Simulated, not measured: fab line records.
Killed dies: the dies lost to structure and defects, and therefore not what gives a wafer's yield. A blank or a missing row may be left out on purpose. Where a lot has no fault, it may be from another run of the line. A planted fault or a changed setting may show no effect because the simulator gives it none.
Tool commonality check ; flow berkeleyCmos170 ; Sample size 14 lots and 42 wafers

## REASON IT WAS OPENED
Of 14 lots, 2 have the reading PSD_RS flagged at UCB170_SDANNEAL_RS_MEAS_02. No-fault wafers: 75.7 ohm/sq, standard deviation 0.3.
Rule: flag the lot when none of its wafers has a number, or when each of its wafers that has one lies beyond 4 standard deviations from that mean. As for the other lots, they are considered sound.

lot;measured;on;PSD_RS (ohm/sq), wafer by wafer;flag
L999;day 7 08:41;filmMetro-04;75.4 75.2 75.6;
L100;day 7 21:31;filmMetro-04;75.6 75.6 75.8;
L998;day 7 21:50;filmMetro-03;75.8 75.6 75.7;
L101;day 8 10:20;filmMetro-03;75.4 75.7 75.2;
L103;day 8 10:22;filmMetro-01;65.4 65.3 65.3;FLAGGED
L102;day 8 10:59;filmMetro-01;66.2 66.1 66.0;FLAGGED
L109;day 9 19:45;filmMetro-01;75.4 75.5 75.1;
L106;day 9 19:58;filmMetro-04;75.7 75.6 75.8;
L110;day 10 05:23;filmMetro-04;76.1 75.7 75.8;
L116;day 11 02:13;filmMetro-04;75.8 75.7 75.7;
L117;day 11 12:30;filmMetro-01;75.8 75.7 75.6;
L118;day 11 15:25;filmMetro-04;75.6 75.7 75.6;
L120;day 11 15:35;filmMetro-01;75.5 75.6 75.8;
L119;day 11 15:55;filmMetro-03;75.4 75.3 75.3;
The numbers of the flagged lots are 65.7 ohm/sq on average: -10.0 ohm/sq against the usual, or -33 standard deviations.

## TOOL THAT RAN EACH LOT
2 process steps preceding the reading are held in the record, out of 331 steps in the route. Every cell lists first the tool, next ch and the chambers used by the sampled wafers, and last the start.
lot;flag;UCB170_NLDD_STRIP_10;UCB170_SDANNEAL_RTA_01
L999;;plasmaAsher-02 ch 0,1, day 6 22:39;rtpAnneal-01 ch 0, day 7 08:37
L100;;plasmaAsher-02 ch 0,1, day 7 10:10;rtpAnneal-01 ch 0, day 7 21:25
L998;;plasmaAsher-04 ch 0,1, day 7 10:49;rtpAnneal-02 ch 0, day 7 21:46
L101;;plasmaAsher-04 ch 0,1, day 7 23:51;rtpAnneal-02 ch 0, day 8 10:16
L103;FLAGGED;plasmaAsher-04 ch 0,1, day 8 00:05;rtpAnneal-01 ch 0, day 8 10:17
L102;FLAGGED;plasmaAsher-03 ch 0,1, day 8 00:05;rtpAnneal-01 ch 0, day 8 10:55
L109;;plasmaAsher-04 ch 0,1, day 9 02:17;rtpAnneal-02 ch 0, day 9 19:40
L106;;plasmaAsher-03 ch 0, day 9 02:58;rtpAnneal-02 ch 0, day 9 19:51
L110;;plasmaAsher-03 ch 0,1, day 9 15:11;rtpAnneal-02 ch 0, day 10 05:18
L116;;plasmaAsher-02 ch 0,1, day 10 12:44;rtpAnneal-02 ch 0, day 11 02:10
L117;;plasmaAsher-03 ch 1, day 11 01:37;rtpAnneal-01 ch 0, day 11 12:26
L118;;plasmaAsher-04 ch 0,1, day 11 01:41;rtpAnneal-01 ch 0, day 11 15:20
L120;;plasmaAsher-02 ch 0,1, day 11 04:01;rtpAnneal-02 ch 0, day 11 15:31
L119;;plasmaAsher-04 ch 0,1, day 11 04:44;rtpAnneal-01 ch 0, day 11 15:51
These steps, and what they do:
- UCB170_NLDD_STRIP_10: strips in O2.
- UCB170_SDANNEAL_RTA_01: time 5 s.
- UCB170_SDANNEAL_RS_MEAS_02: measures by four-point-probe.

## FLAGGED OVER TOTAL, TOOL BY TOOL (the gauges that took the reading come last)
step;tool;lots run;flagged;share of the flagged lots;sound lots run after its first flagged lot
UCB170_NLDD_STRIP_10;plasmaAsher-02;4;0;none;-
UCB170_NLDD_STRIP_10;plasmaAsher-03;4;1;some;3 (L106,L110,L117)
UCB170_NLDD_STRIP_10;plasmaAsher-04;6;1;some;3 (L109,L118,L119)
UCB170_SDANNEAL_RTA_01;rtpAnneal-01;7;2;all;3 (L117,L118,L119)
UCB170_SDANNEAL_RTA_01;rtpAnneal-02;7;0;none;-
UCB170_SDANNEAL_RS_MEAS_02;filmMetro-01;5;2;all;3 (L109,L117,L120)
UCB170_SDANNEAL_RS_MEAS_02;filmMetro-03;3;0;none;-
UCB170_SDANNEAL_RS_MEAS_02;filmMetro-04;6;0;none;-

## WHAT THE TABLE PERMITS
2 rows of the table ran every flagged lot: rtpAnneal-01 at UCB170_SDANNEAL_RTA_01, filmMetro-01 at UCB170_SDANNEAL_RS_MEAS_02.
- rtpAnneal-01 at UCB170_SDANNEAL_RTA_01 ran 7 lots, 2 of them flagged. After the first flagged lot (L117, L118, L119), sound lots still ran on it; a lasting fault on the whole tool would not permit that. Its own readings (wafer_temp_C_max) fall more than 4 standard deviations out on all wafers of the flagged lots.
- filmMetro-01 at UCB170_SDANNEAL_RS_MEAS_02 ran 5 lots, 2 of them flagged. After the first flagged lot (L109, L117, L120), sound lots still ran on it; a lasting fault on the whole tool would not permit that.
Every row of the table either missed a flagged lot or ran a sound lot after the first.

## WHAT HAD BEEN PUT IN BY THE SIMULATOR
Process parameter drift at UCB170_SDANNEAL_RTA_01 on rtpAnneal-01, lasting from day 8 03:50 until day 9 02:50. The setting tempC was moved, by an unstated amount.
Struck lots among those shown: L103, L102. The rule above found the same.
